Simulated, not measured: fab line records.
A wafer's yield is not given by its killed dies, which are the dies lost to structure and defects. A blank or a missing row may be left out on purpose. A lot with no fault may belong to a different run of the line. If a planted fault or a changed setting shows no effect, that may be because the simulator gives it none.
2 desks looking at one fault -- flow ritCmos -- only its own numbers are on each desk; what lay behind them is given at the end

== AT THE TOOL OWNER'S DESK: lpcvd-02 ==
The tool's own readings at RIT_SPACER_CVD_03 (deposits Si3N4 from SiH2Cl2/NH3, target thk 250 nm, time 3300 s): means of the sampled wafers that have a number, for each lot that ran on this tool. Any lot whose mean is over 4 standard deviations away from the usual mean is out of limits and marked OUT; that distance is given in the brackets.
Columns: A = nh3FlowSccm at RIT_SPACER_CVD_03, usual 150.0 sccm; B = pressureMtorr at RIT_SPACER_CVD_03, usual 300.2 mTorr; C = sih2cl2FlowSccm at RIT_SPACER_CVD_03, usual 59.99 sccm; D = spikeTcCentreC at RIT_SPACER_CVD_03, usual 812.5 C; E = spikeTcLoadC at RIT_SPACER_CVD_03, usual 834.6 C; F = zonePowerCentrePct at RIT_SPACER_CVD_03, usual 37.8 %
lot,first seen here,A,B,C,D,E,F
L945,day 2 19:55,149.7,300.5,60.19,813.2,834.9,40.5
L948,day 3 10:32,149.9,299.9,59.95,813.2,834.0,40.0
L951,day 4 05:26,149.8,300.0,60.11,811.3,833.8,35.7
L958,day 5 14:41,150.4,300.4,59.90,811.8,833.6,40.8
L964,day 6 21:35,149.0,151.1 (-99 or more) OUT,59.84,810.4,834.8,35.4
L966,day 7 07:52,150.3,150.0 (-99 or more) OUT,60.10,810.8,833.3,35.4
This desk's verdict: out of limits on L964, L966, starting with L964 at day 6 21:35 (pressureMtorr at RIT_SPACER_CVD_03). Within limits: L945, L948, L951, L958.

== FROM THE METROLOGY DESK ==
Lot by lot, what the gauges showed, no matter which tool ran the lot: averages of those sampled wafers that carry a number. Any lot whose mean is over 4 standard deviations away from the usual mean is out of limits and marked OUT; that distance is given in the brackets.
Columns: A = SPACER_NITRIDE_THK at RIT_SPACER_THK_MEAS_04, usual 249.9 nm
lot,first seen here,A
L945,day 2 21:52,248.3
L946,day 3 04:16,249.2
L947,day 3 08:14,250.7
L948,day 3 12:27,249.1
L949,day 3 19:15,253.4
L950,day 4 03:41,249.1
L951,day 4 07:22,248.5
L954,day 4 20:08,250.8
L955,day 5 06:33,252.2
L956,day 5 10:38,248.9
L958,day 5 16:37,249.0
L964,day 6 23:31,204.7 (-21) OUT
L966,day 7 09:47,204.9 (-20) OUT
L967,day 7 16:19,251.7
This desk's finding: out of limits on L964, L966; first on L964, day 6 23:31 (SPACER_NITRIDE_THK at RIT_SPACER_THK_MEAS_04). Within limits: L945, L946, L947, L948, L949, L950, L951, L954, L955, L956, L958, L967.

== BROUGHT TOGETHER ==
The tool owner's desk had the chance to raise an alarm at day 6 21:35 on L964, L966.
Metrology desk: alarm possible at day 6 23:31 on L964, L966.
The lots listed all ran RIT_SPACER_CVD_03 on lpcvd-02.

== WHAT THE SIMULATOR PUT IN ==
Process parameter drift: lpcvd-02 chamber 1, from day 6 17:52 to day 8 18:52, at RIT_SPACER_CVD_03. The setting pressureMtorr was moved by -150, starting from 300. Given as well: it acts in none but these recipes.
Lots struck among those shown: L964, L966.
Hours from the fault's start to each desk's first reading out of limits: the tool owner's desk, 4; the metrology desk, 6.
